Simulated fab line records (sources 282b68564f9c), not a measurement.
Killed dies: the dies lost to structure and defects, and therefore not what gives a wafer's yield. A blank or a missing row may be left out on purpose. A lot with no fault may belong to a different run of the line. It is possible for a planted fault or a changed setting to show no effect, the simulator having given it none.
Check of tool commonality | flow ritCmos | 14 lots, 42 wafers sampled

## WHY THIS WAS OPENED
Of 14 lots, 2 have the reading PRETRO_TW flagged at RIT_PRETRO_TW_MEAS_10. Wafers without a fault read 477, standard deviation 3.9.
Rule: a lot is flagged when every wafer of it that has a number lies more than 4 standard deviations from that mean, or none has a number. The rest of the lots are taken to be sound.

lot  | measured    | on           | PRETRO_TW, wafer by wafer | flag
L454 | day 2 11:13 | filmMetro-03 | 474 477 475               | 
L456 | day 2 20:29 | filmMetro-03 | 476 474 473               | 
L458 | day 3 06:35 | filmMetro-01 | 480 482 482               | 
L459 | day 3 09:55 | filmMetro-02 | 473 474 473               | 
L460 | day 3 15:13 | filmMetro-01 | 479 484 480               | 
L461 | day 3 21:57 | filmMetro-02 | 468 469 471               | 
L462 | day 4 03:02 | filmMetro-01 | 479 481 480               | 
L463 | day 4 08:48 | filmMetro-01 | 481 481 482               | 
L464 | day 4 12:04 | filmMetro-01 | 481 480 481               | 
L466 | day 4 22:20 | filmMetro-01 | 483 482 482               | 
L467 | day 5 00:46 | filmMetro-02 | 476 473 471               | 
L468 | day 5 06:31 | filmMetro-01 | 511 510 511               | FLAGGED
L469 | day 5 12:34 | filmMetro-03 | 506 505 507               | FLAGGED
L470 | day 5 17:32 | filmMetro-02 | 473 473 475               | 
Average over the flagged lots: 508; offset from the usual +31, equal to +8 standard deviations.

## WHICH TOOL RAN EACH LOT
The record keeps 1 process step preceding the reading, out of 202 steps on the route. Read each cell as the tool, then ch plus the chambers that the sampled wafers visited, then the start.
lot  | flag    | RIT_PRETRO_IMPLANT_08
L454 |         | implanter-01 ch 0, day 2 10:55
L456 |         | implanter-02 ch 0, day 2 20:11
L458 |         | implanter-02 ch 0, day 3 06:16
L459 |         | implanter-02 ch 0, day 3 09:35
L460 |         | implanter-04 ch 0, day 3 14:55
L461 |         | implanter-01 ch 0, day 3 21:38
L462 |         | implanter-02 ch 0, day 4 02:42
L463 |         | implanter-01 ch 0, day 4 08:29
L464 |         | implanter-02 ch 0, day 4 11:46
L466 |         | implanter-01 ch 0, day 4 22:01
L467 |         | implanter-01 ch 0, day 5 00:28
L468 | FLAGGED | implanter-01 ch 0, day 5 06:12
L469 | FLAGGED | implanter-01 ch 0, day 5 12:14
L470 |         | implanter-04 ch 0, day 5 17:13
What the steps here do:
- RIT_PRETRO_IMPLANT_08
- RIT_PRETRO_TW_MEAS_10

## FLAGGED AGAINST TOTAL, ONE TOOL AT A TIME (gauges that did the reading follow at the end)
step                  | tool         | lots run | flagged | share of the flagged lots | sound lots run after its first flagged lot
RIT_PRETRO_IMPLANT_08 | implanter-01 | 7        | 2       | all                       | 0
RIT_PRETRO_IMPLANT_08 | implanter-02 | 5        | 0       | none                      | -
RIT_PRETRO_IMPLANT_08 | implanter-04 | 2        | 0       | none                      | -
RIT_PRETRO_TW_MEAS_10 | filmMetro-01 | 7        | 1       | some                      | 0
RIT_PRETRO_TW_MEAS_10 | filmMetro-02 | 4        | 0       | none                      | -
RIT_PRETRO_TW_MEAS_10 | filmMetro-03 | 3        | 1       | some                      | 0

## THE TABLE: WHAT IT ALLOWS
In the table, 1 row covers all flagged lots: implanter-01 at RIT_PRETRO_IMPLANT_08.
- implanter-01 at RIT_PRETRO_IMPLANT_08: 2 of its 7 lots flagged. Last sound lot L467 at day 5 00:28, first flagged lot L468 at day 5 06:12; a fault beginning in between fits. Its own readings (beamOnS, endStationPressureTorr, faradayCurrentUA) fall more than 4 standard deviations out on all wafers of the flagged lots.
What remains is a single tool, implanter-01 at RIT_PRETRO_IMPLANT_08.

## WHAT THE SIMULATOR HAD INSERTED
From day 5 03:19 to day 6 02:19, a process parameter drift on implanter-01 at RIT_PRETRO_IMPLANT_08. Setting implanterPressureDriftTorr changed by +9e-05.
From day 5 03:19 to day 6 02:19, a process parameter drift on implanter-01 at RIT_PRETRO_IMPLANT_08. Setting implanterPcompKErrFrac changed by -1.
Shown lots that were struck: L468, L469. The rule above found the same.
